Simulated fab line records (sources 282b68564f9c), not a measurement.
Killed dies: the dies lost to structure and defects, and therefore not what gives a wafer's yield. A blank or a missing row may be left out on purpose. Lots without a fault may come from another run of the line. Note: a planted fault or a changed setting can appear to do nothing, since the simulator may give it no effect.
Problem report, 8D (eight disciplines) form, completed by code -- flow rit-cmos -- the parts of the form that need people (team, actions taken, sign-off) are left out

1. THE PROBLEM
spin-speed-rpm at RIT_NSD_COAT_01 reads a mean of 3334.9 rpm on 6 wafers of 2 lots; wafers without a fault read 3250.0 rpm with a standard deviation of 2.5. That puts it +34 standard deviations away from the usual mean.
The step: resist thk 1000 nm.
Earliest sighting: wafer L902.1 on litho-track-04 at day 5 23:03. At this step, 18 wafers from 6 lots have a number in the record. Rule for "out", or "out of limits": more than 4 standard deviations from the usual mean. Any other wafer with a number is counted as sound.

2. WHAT IT IS, WHAT IT ISN'T
question,is,is not
which readings at this step,spin-speed-rpm,exhaust-pa
which lots,"L902, L904","L891, L893, L905, L911"
which wafers of those lots,all that have a number,-
read on which tools,litho-track-04,"litho-track-01, litho-track-03"
when,from day 5 23:03,"up to then (6 sound wafers); but 6 sound wafers of L905, L911 came after"

3. THE SUSPECTS, EACH WITH WHAT RULES IT OUT
Counting: a tool at a process step up to the reading stays a suspect if it ran every lot that is out and no sound lot after the first of them.
- plasma-asher-03 at RIT_PLDD_STRIP_09 (strips in O2, time 180 s): ruled out as a lasting fault. Sound lots L905, L911 ran on it after its first lot that is out, L902 (day 5 20:00).
- litho-track-04 at RIT_NSD_COAT_01 (resist thk 1000 nm): kept. It processed each lot that is out, first L902 at day 5 23:03, and no sound lot thereafter; up to then, the last sound lot it processed was L893 at day 4 00:04. On those wafers its own readings are out: spin-speed-rpm.
Left after counting: litho-track-04 at RIT_NSD_COAT_01.

4. THE CAUSE (what the simulator had put in)
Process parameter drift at RIT_NSD_COAT_01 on litho-track-04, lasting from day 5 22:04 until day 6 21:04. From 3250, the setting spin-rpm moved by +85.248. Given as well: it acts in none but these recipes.
This tool alone remained once counting was done.

5. THE EFFECT CHAIN, in route order
Rows list readings where the struck wafers' mean (over those with a number) sits beyond 3 standard deviations from the usual. Readings are gone through only where the record gives a usual standard deviation; hours: the median, over the lots, of the time from a lot's start at the first step in this table giving one to that lot's start at this step; sigmas: the change measured in usual standard deviations.
hours,step,reading,usual,on struck wafers,change,sigmas
0,RIT_NSD_COAT_01,spin-speed-rpm,3250.0 rpm,3334.9,+84.9,+34
Process steps it contains:
- RIT_NSD_COAT_01: resist thk 1000 nm.
Later measuring or inspecting steps at which every struck wafer that the step has a row for has a number for every such reading, and none has moved that far: RIT_NSD_OVL_MEAS_06.

6. HOW IT WOULD HAVE BEEN CAUGHT EARLIER
In this record the first reading out of limits was taken at day 5 23:03, 1 hour after the fault began at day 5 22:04.
